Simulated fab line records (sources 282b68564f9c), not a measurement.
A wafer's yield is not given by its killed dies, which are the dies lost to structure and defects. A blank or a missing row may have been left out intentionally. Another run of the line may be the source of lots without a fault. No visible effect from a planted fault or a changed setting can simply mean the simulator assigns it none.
Which tool did it?	flow rit cmos	39 wafers from 13 lots sampled at 4 of the route's 202 steps

WHAT EACH GAUGE READ, for each wafer
RIT_SDANNEAL_RS_MEAS_04: the measuring method here is four-point-probe.
lot	measured	on	PSD_RS (ohm/sq)
L995	day 3 02:19	film metro-03	114.99 115.77 115.76
L996	day 3 07:57	film metro-01	115.74 115.64 115.87
L997	day 3 15:43	film metro-01	116.34 116.09 116.03
L998	day 3 20:16	film metro-03	115.52 115.79 115.74
L999	day 3 22:16	film metro-03	115.46 115.72 115.51
L103	day 4 18:20	film metro-02	112.16 112.48 112.60
L105	day 5 05:59	film metro-03	112.30 112.72 112.78
L109	day 5 22:41	film metro-01	115.66 115.41 115.44
L111	day 6 13:49	film metro-01	116.28 116.57 116.53
L113	day 6 19:01	film metro-01	115.64 116.24 115.89
L115	day 7 08:03	film metro-03	116.12 115.98 116.11
L117	day 7 15:56	film metro-02	115.83 116.16 116.10
L118	day 7 20:01	film metro-02	116.26 115.91 116.30

RIT_SDANNEAL_RS_MEAS_05: the measuring method here is four-point-probe.
lot	measured	on	NSD_RS (ohm/sq)
L995	day 3 02:26	film metro-03	84.37 84.32 84.46
L996	day 3 08:04	film metro-01	84.23 84.59 84.40
L997	day 3 15:50	film metro-01	84.72 84.66 84.88
L998	day 3 20:23	film metro-03	84.47 84.48 84.40
L999	day 3 22:23	film metro-03	84.45 84.47 84.25
L103	day 4 18:28	film metro-02	83.91 84.13 84.00
L105	day 5 06:06	film metro-03	83.65 83.74 83.62
L109	day 5 22:49	film metro-01	84.51 84.51 84.40
L111	day 6 13:56	film metro-01	84.29 84.15 84.18
L113	day 6 19:08	film metro-01	84.46 84.67 84.49
L115	day 7 08:10	film metro-03	84.58 84.56 84.94
L117	day 7 16:04	film metro-02	84.64 84.50 84.41
L118	day 7 20:08	film metro-02	84.52 84.45 84.47

RIT_SDANNEAL_RS_MEAS_06: the measuring method here is four-point-probe.
lot	measured	on	PLDD_RS (ohm/sq)
L995	day 3 02:34	film metro-03	178.2 178.3 178.4
L996	day 3 08:11	film metro-01	178.0 178.4 178.6
L997	day 3 15:57	film metro-01	178.8 178.8 178.9
L998	day 3 20:30	film metro-03	178.6 178.2 178.5
L999	day 3 22:31	film metro-03	178.5 178.2 178.5
L103	day 4 18:35	film metro-02	175.3 175.0 175.0
L105	day 5 06:13	film metro-03	175.6 175.2 175.8
L109	day 5 22:56	film metro-01	177.8 177.5 177.6
L111	day 6 14:04	film metro-01	178.8 179.3 179.6
L113	day 6 19:16	film metro-01	179.3 179.4 179.0
L115	day 7 08:17	film metro-03	178.8 178.5 178.4
L117	day 7 16:11	film metro-02	178.6 178.5 178.1
L118	day 7 20:16	film metro-02	179.3 179.4 179.5

EACH LOT AND THE TOOL THAT RAN IT (in order: tool; ch and the chambers of the sampled wafers; start)
lot	RIT_SDANNEAL_RTA_03
L995	rtp anneal-02 ch 0, day 3 02:15
L996	rtp anneal-01 ch 0, day 3 07:53
L997	rtp anneal-02 ch 0, day 3 15:38
L998	rtp anneal-01 ch 0, day 3 20:11
L999	rtp anneal-02 ch 0, day 3 22:13
L103	rtp anneal-02 ch 0, day 4 18:16
L105	rtp anneal-02 ch 0, day 5 05:55
L109	rtp anneal-01 ch 0, day 5 22:37
L111	rtp anneal-01 ch 0, day 6 13:45
L113	rtp anneal-01 ch 0, day 6 18:58
L115	rtp anneal-01 ch 0, day 7 08:00
L117	rtp anneal-01 ch 0, day 7 15:51
L118	rtp anneal-02 ch 0, day 7 19:58
- RIT_SDANNEAL_RTA_03: time 5 s.

WHAT THE TOOLS THEMSELVES READ (means of the sampled wafers that have a number; where no wafer has one, the mark that the record gives instead)
RIT_SDANNEAL_RTA_03.
lot	tool	ramp down c per s	wafer_temp_C_max
L995	rtp anneal-02	171.01	1053.8
L996	rtp anneal-01	170.99	1053.9
L997	rtp anneal-02	170.99	1052.3
L998	rtp anneal-01	170.99	1054.0
L999	rtp anneal-02	170.99	1052.3
L103	rtp anneal-02	171.01	1053.1
L105	rtp anneal-02	170.97	1054.7
L109	rtp anneal-01	171.01	1053.3
L111	rtp anneal-01	170.98	1054.0
L113	rtp anneal-01	171.03	1052.6
L115	rtp anneal-01	171.01	1053.0
L117	rtp anneal-01	171.01	1054.1
L118	rtp anneal-02	170.99	1053.3

THE ANSWER, worked out from the rows above alone
Rule: the usual values come from the lots themselves. The widest of any qualifying gaps counts: lots, ordered by their means at a reading, are off when they make up no more than a third of the lots, leave a main group of 4 or more, and stand apart from it by 3 or more times the standard deviation of that group's means. A main group is skipped when, at the precision printed for the reading in the tables above, its means are all equal. A lot without any number at a reading at which 4 lots or more have one is off too. Where the step has rows for the other lots, those lots are counted as sound. Order of review: gauges by route order, followed by the tools' own readings, for which a lot's mean as printed above is used. At the first step where some lot is off, the reading lying furthest off is the one used; lots without a number count as furthest.
Off: L103, L105, at RIT_SDANNEAL_RS_MEAS_04 (PSD_RS). The main group has a mean of 115.89 ohm/sq with a standard deviation of 0.3.
If a tool, at a process step before that reading, ran all the lots that are off and no sound lot after the first of them, it fits. Gauges at RIT_SDANNEAL_RS_MEAS_04: tried the same way as those tools. Of those tried, none fits.

WHAT WAS PUT IN BY THE SIMULATOR
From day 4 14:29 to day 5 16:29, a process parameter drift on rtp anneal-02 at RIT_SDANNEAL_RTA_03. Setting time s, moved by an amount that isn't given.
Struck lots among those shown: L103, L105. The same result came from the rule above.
